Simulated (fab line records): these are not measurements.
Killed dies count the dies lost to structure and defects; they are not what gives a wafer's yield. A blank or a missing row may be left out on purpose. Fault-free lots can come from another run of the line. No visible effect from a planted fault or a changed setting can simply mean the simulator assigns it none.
One fault seen from 2 desks || flow berkeley-cmos170 || every desk sees just its own numbers, and what lay behind them comes last

== AT THE METROLOGY DESK ==
What the gauges read for every lot (on any tool): the sampled wafers with a number, averaged. Marked OUT: a lot whose mean sits more than 4 standard deviations from the usual mean, which makes it out of limits; the brackets give that distance.
Columns: A = PWELL_OVL at UCB170_PWELL_OVL_MEAS_13, usual 2 nm; B = PFIELD_TW at UCB170_PFIELD_TW_MEAS_09, usual 602.5; C = PSD_TW at UCB170_PSD_TW_MEAS_10, usual 2331
{"lot": "L282", "first seen here": "day 3 08:31", "A": 7, "B": 602.3, "C": 2326}
{"lot": "L281", "first seen here": "day 3 08:47", "A": -0, "B": 605.2, "C": 2314}
{"lot": "L284", "first seen here": "day 3 11:52", "A": 9, "B": 604.3, "C": 2349}
{"lot": "L283", "first seen here": "day 3 12:07", "A": 1, "B": 604.2, "C": 2313}
{"lot": "L285", "first seen here": "day 3 19:04", "A": 1, "B": 600.5, "C": 2332}
{"lot": "L287", "first seen here": "day 4 06:01", "A": 8, "B": "587.6 (-5.9) OUT", "C": 2332}
{"lot": "L286", "first seen here": "day 4 06:04", "A": 6, "B": 605.4, "C": 2331}
{"lot": "L289", "first seen here": "day 4 17:59", "A": 6, "B": "591.0 (-4.6) OUT", "C": 2302}
{"lot": "L291", "first seen here": "day 5 07:20", "A": 6, "B": "590.1 (-5.0) OUT", "C": 2352}
{"lot": "L292", "first seen here": "day 5 18:02", "A": 3, "B": 606.3, "C": 2346}
{"lot": "L296", "first seen here": "day 6 09:31", "A": -5, "B": 602.0, "C": 2313}
{"lot": "L297", "first seen here": "day 6 10:02", "A": 9, "B": 601.0, "C": 2340}
{"lot": "L302", "first seen here": "day 7 08:23", "A": -10, "B": 605.4, "C": 2326}
{"lot": "L303", "first seen here": "day 7 13:50", "A": 7, "B": 603.5, "C": 2343}
{"lot": "L304", "first seen here": "day 7 20:05", "A": -3, "B": 604.3, "C": 2328}
Finding of this desk: L287, L289, L291 out of limits, first seen on L287 at day 5 15:44 (PFIELD_TW at UCB170_PFIELD_TW_MEAS_09). Within limits: L282, L281, L284, L283, L285, L286, L292, L296, L297, L302, L303, L304.

== AT THE TOOL OWNER'S DESK: implanter-01 ==
UCB170_PFIELD_IMPLANT_07, tool's own readings: per-lot mean of the sampled wafers with a number, covering each lot this tool ran. Marked OUT: a lot whose mean sits more than 4 standard deviations from the usual mean, which makes it out of limits; the brackets give that distance.
Columns: A = dose-ions-cm2 at UCB170_PFIELD_IMPLANT_07, usual 1.9998e+13; B = faraday-current-uA at UCB170_PFIELD_IMPLANT_07, usual 63.5
{"lot": "L282", "first seen here": "day 4 22:19", "A": 2.0003e+13, "B": 64.9}
{"lot": "L283", "first seen here": "day 4 23:02", "A": 1.9998e+13, "B": 63.7}
{"lot": "L285", "first seen here": "day 5 05:27", "A": 1.9979e+13, "B": 63.6}
{"lot": "L286", "first seen here": "day 5 12:41", "A": 1.9982e+13, "B": 63.7}
{"lot": "L287", "first seen here": "day 5 15:31", "A": "1.8789e+13 (-60) OUT", "B": 58.4}
{"lot": "L289", "first seen here": "day 6 00:28", "A": "1.8814e+13 (-59) OUT", "B": 59.9}
{"lot": "L291", "first seen here": "day 6 16:46", "A": "1.8773e+13 (-61) OUT", "B": 58.5}
Finding of this desk: L287, L289, L291 out of limits; the first was L287 at day 5 15:31, on dose-ions-cm2 at UCB170_PFIELD_IMPLANT_07. Within limits: L282, L283, L285, L286.

== PUT TOGETHER ==
An alarm could have come from the tool owner's desk at day 5 15:31, on L287, L289, L291.
The metrology desk could have raised an alarm at day 5 15:44, on L287, L289, L291.
The lots listed all ran UCB170_PFIELD_IMPLANT_07 on implanter-01.

== WHAT THE SIMULATOR PUT IN ==
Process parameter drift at UCB170_PFIELD_IMPLANT_07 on implanter-01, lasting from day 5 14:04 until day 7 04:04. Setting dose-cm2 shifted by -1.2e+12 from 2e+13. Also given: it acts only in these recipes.
Lots struck among those shown: L287, L289, L291.
Hours from the fault's start to each desk's first reading out of limits: the tool owner's desk, 1; the metrology desk, 2.
